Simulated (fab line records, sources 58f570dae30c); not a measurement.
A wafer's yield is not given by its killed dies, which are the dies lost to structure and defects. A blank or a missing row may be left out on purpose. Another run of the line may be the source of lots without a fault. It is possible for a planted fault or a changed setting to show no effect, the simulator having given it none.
Split-lot trial :: flow berkeley cmos170 :: on a route of 331 steps: 5 lots, 13 wafers read

## THE SPLIT ITSELF
At UCB170_M3_PEB_13, the setting peb temp c was moved away from the recipe's 130 C on 6 of the 13 wafers read, by -2.8% to +2.2%. For the rest of the wafers, this setting stayed at what the recipe calls for.

## FROM THE SPLIT TO THE READING: what the file shows between them, 3 steps
- UCB170_M3_DEVELOP_14: develop time 45 s
- UCB170_M3_ETCH_17: etches BARC in N2/H2
- UCB170_M3_METAL_ETCH_18: etches Al in Cl2/BCl3, stops on SiO2, target depth 1170 nm, time 195 s

## THE READING
KrF_of_M3_COAT_10.thk nm (the simulator's own value, which no gauge read), in nm, at UCB170_M3_STRIP_19 (strips in O2). The file gives no usual value for it. Across the 7 wafers here that went through the recipe, the average is 515.6 nm and the standard deviation 4.5e+02 nm.

wafer: L076.1
tool, chamber at the split: litho track-02, 0
peb temp c as run, C: 130
against the recipe: recipe
KrF_of_M3_COAT_10.thk nm, nm: 905.2
against lot-mates on the recipe: -

wafer: L076.4
tool, chamber at the split: litho track-02, 0
peb temp c as run, C: 127.8
against the recipe: -1.7%
KrF_of_M3_COAT_10.thk nm, nm: 903
against lot-mates on the recipe: -2.2

wafer: L077.2
tool, chamber at the split: litho track-04, 0
peb temp c as run, C: 126.4
against the recipe: -2.8%
KrF_of_M3_COAT_10.thk nm, nm: 902.7
against lot-mates on the recipe: -1.0

wafer: L077.4
tool, chamber at the split: litho track-04, 0
peb temp c as run, C: 130
against the recipe: recipe
KrF_of_M3_COAT_10.thk nm, nm: 903.7
against lot-mates on the recipe: -

wafer: L077.5
tool, chamber at the split: litho track-04, 0
peb temp c as run, C: 126.4
against the recipe: -2.8%
KrF_of_M3_COAT_10.thk nm, nm: 901.1
against lot-mates on the recipe: -2.6

wafer: L079.4
tool, chamber at the split: litho track-01, 0
peb temp c as run, C: 130
against the recipe: recipe
KrF_of_M3_COAT_10.thk nm, nm: 900.3
against lot-mates on the recipe: -

wafer: L079.5
tool, chamber at the split: litho track-01, 0
peb temp c as run, C: 128.7
against the recipe: -1.0%
KrF_of_M3_COAT_10.thk nm, nm: 899.5
against lot-mates on the recipe: -0.8

wafer: L082.2
tool, chamber at the split: litho track-04, 0
peb temp c as run, C: 130
against the recipe: recipe
KrF_of_M3_COAT_10.thk nm, nm: 899.7
against lot-mates on the recipe: -

wafer: L082.4
tool, chamber at the split: litho track-04, 0
peb temp c as run, C: 132.9
against the recipe: +2.2%
KrF_of_M3_COAT_10.thk nm, nm: 901
against lot-mates on the recipe: +1.3

wafer: L082.6
tool, chamber at the split: litho track-04, 0
peb temp c as run, C: 132.9
against the recipe: +2.2%
KrF_of_M3_COAT_10.thk nm, nm: 901.8
against lot-mates on the recipe: +2.1

wafer: L083.1
tool, chamber at the split: litho track-02, 0
peb temp c as run, C: 130
against the recipe: recipe
KrF_of_M3_COAT_10.thk nm, nm: 0
against lot-mates on the recipe: -

wafer: L083.2
tool, chamber at the split: litho track-02, 0
peb temp c as run, C: 130
against the recipe: recipe
KrF_of_M3_COAT_10.thk nm, nm: 0
against lot-mates on the recipe: -

wafer: L083.4
tool, chamber at the split: litho track-02, 0
peb temp c as run, C: 130
against the recipe: recipe
KrF_of_M3_COAT_10.thk nm, nm: 0
against lot-mates on the recipe: -

FIT RESULTS
A straight line over all 13 wafers: KrF_of_M3_COAT_10.thk nm changes by -28 nm for each +1% of peb temp c; r = -0.11; the points scatter about the line by 4.1e+02 nm.
The same after taking each lot's own level away (the mean of its wafers on the recipe; 13 wafers): +0.754 nm for each +1%; r = +0.93; scatter 0.49 nm.
According to that fit, moving peb temp c by its largest amount changes the reading by 2.1 nm.
The lots' own levels span 0.00 to 905.20 nm, that is 2.0 times the standard deviation above.
So the lot-to-lot level blurs the effect unless lot-mates are compared.
Check: -2.58 nm against its lot-mates is what the line predicts for one of the wafers moved furthest among these (-2.8%) when that wafer is left out of the fit. Against them it came out at -1 nm.

## OTHER SPLITS ON THESE WAFERS
Before the reading, these wafers also passed through other splits. Each is held against what the fit with the lots' levels taken away leaves over:
other split on the same wafers: UCB170_M3_SPUTTER_01 power w
wafers away from the commonest value: 0
r with KrF_of_M3_COAT_10.thk nm (lot level and that fit taken away): -

## THE FILE'S OWN FIT
KrF_of_M3_COAT_10.thk nm changes by +0.782 nm for each +1% of peb temp c, r = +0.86.
